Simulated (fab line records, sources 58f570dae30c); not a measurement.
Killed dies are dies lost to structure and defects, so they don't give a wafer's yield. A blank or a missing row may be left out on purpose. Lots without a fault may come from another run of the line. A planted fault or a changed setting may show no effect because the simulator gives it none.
Chamber matching | flow berkeley_cmos170 | UCB170_SPACER_CVD_00 on pecvd-02: 3 sister chambers
The step deposits SiO2 from TEOS/O2, target thk 376 nm, time 47 s. 3 wafers are shown with their chamber, then 9 later ones without.

WAFERS WITH THEIR CHAMBER
wafer  | chamber | heater_power_w (W)
L978.2 | 1       | 319
L978.4 | 2       | 265
L978.6 | 0       | 290

WAFERS WITHOUT THEIR CHAMBER
wafer  | heater_power_w (W)
L980.1 | 348
L980.3 | 258
L980.5 | 273
L979.1 | 232
L979.2 | 268
L979.4 | 262
L981.1 | 400
L981.3 | 190
L981.5 | 214

WHICH CHAMBER EACH WENT THROUGH
wafer  | from the rows above          | in truth
L980.1 | can't be placed: 1 or 0 or 2 | 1
L980.3 | can't be placed: 2 or 0 or 1 | 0
L980.5 | can't be placed: 2 or 0 or 1 | 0
L979.1 | can't be placed: 2 or 0 or 1 | 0
L979.2 | can't be placed: 2 or 0 or 1 | 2
L979.4 | can't be placed: 2 or 0 or 1 | 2
L981.1 | can't be placed: 1 or 0 or 2 | 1
L981.3 | can't be placed: 2 or 0 or 1 | 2
L981.5 | can't be placed: 2 or 0 or 1 | 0
Placed correctly: 0 of 9. Can't be placed from these rows: 9 (the true chamber is among the candidates in 9). Placed wrongly: 0.
How it was worked out, from the rows above alone: a wafer's distance from a chamber is the root of the sum, over the readings, of the square of ((its reading less the chamber's mean) divided by the reading's scatter). The wafer belongs to the nearest chamber; if the next one is less than 2 further off, it can't be placed. A chamber's mean is the mean of its shown wafers. The scatter: with one shown wafer a chamber, the root of the mean of the squares of how far each hidden wafer lies from its nearest shown one.
